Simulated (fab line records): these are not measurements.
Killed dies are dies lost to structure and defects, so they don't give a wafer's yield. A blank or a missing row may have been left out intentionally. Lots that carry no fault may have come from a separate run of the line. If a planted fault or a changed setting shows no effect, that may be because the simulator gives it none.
Chamber matching | flow berkeley cmos170 | UCB170_GATE_ETCH_15 on rie si-01 has 4 sister chambers
The step etches poly-Si in HBr/Cl2, stops on SiO2, time 56.3 s, target depth 278.2 nm. 16 wafers are shown with their chamber, then 7 later ones without.

EACH WAFER AND ITS CHAMBER
wafer  | chamber | throttle valve pct (%) | drypump motor current A (A) | oes product au (a.u.)
L357.1 | 3       | 26.43                  | 5.6                         | 0.846
L357.2 | 0       | 26.66                  | 5.4                         | 0.832
L357.5 | 3       | 26.43                  | 5.7                         | 0.835
L360.2 | 1       | 26.02                  | 6.3                         | 0.813
L360.4 | 2       | 26.78                  | 5.2                         | 0.832
L360.6 | 2       | 26.76                  | 5.2                         | 0.822
L364.1 | 1       | 26.02                  | 6.4                         | 0.815
L364.3 | 2       | 26.77                  | 5.1                         | 0.827
L364.4 | 1       | 26.02                  | 6.3                         | 0.798
L362.1 | 2       | 26.76                  | 5.2                         | 0.812
L362.3 | 1       | 26.01                  | 6.3                         | 0.806
L362.5 | 0       | 26.66                  | 5.5                         | 0.834
L366.2 | 0       | 26.68                  | 5.4                         | 0.845
L366.4 | 0       | 26.65                  | 5.4                         | 0.843
L366.6 | 1       | 26.03                  | 6.3                         | 0.818
L372.1 | 0       | 26.64                  | 5.5                         | 0.888

SIGNATURES (averages over the wafers above)
reading                 | chamber 0 | chamber 1 | chamber 2 | chamber 3 | scatter within a chamber
throttle valve pct      | 26.6580   | 26.0200   | 26.7675   | 26.4300   | 0.0106
drypump motor current A | 5.440     | 6.320     | 5.175     | 5.650     | 0.052
oes product au          | 0.84840   | 0.81000   | 0.82325   | 0.84050   | 0.0148
Rule: for each reading, subtract the chamber's mean from the wafer's reading, divide by that reading's scatter and square the result; add these up over the readings and take the root, which gives the wafer's distance from the chamber. If the next closest chamber is less than 2 further off than the closest, the wafer can't be placed; otherwise it belongs to the closest. The scatter: the root of (the sum of the squares of (reading less its chamber's mean) over the shown wafers, divided by (wafers less chambers)).

WAFERS WHOSE CHAMBER IS MISSING
wafer  | throttle valve pct (%) | drypump motor current A (A) | oes product au (a.u.)
L372.3 | 26.01                  | 6.3                         | 0.848
L372.6 | 26.01                  | 6.3                         | 0.862
L373.3 | 26.77                  | 5.1                         | 0.885
L373.5 | 26.67                  | 5.5                         | 0.891
L378.3 | 26.50                  | 5.6                         | 0.835
L378.5 | 26.02                  | 6.3                         | 0.815
L378.6 | 26.53                  | 5.6                         | 0.818

CHAMBER TAKEN BY EACH
wafer  | from the rows above | in truth
L372.3 | 1                   | 1
L372.6 | 1                   | 1
L373.3 | 2                   | 2
L373.5 | 0                   | 0
L378.3 | 3                   | 3
L378.5 | 1                   | 1
L378.6 | 3                   | 3
Placed correctly: 7 of 7. Left unplaced by these rows: 0. Placed wrongly: 0.
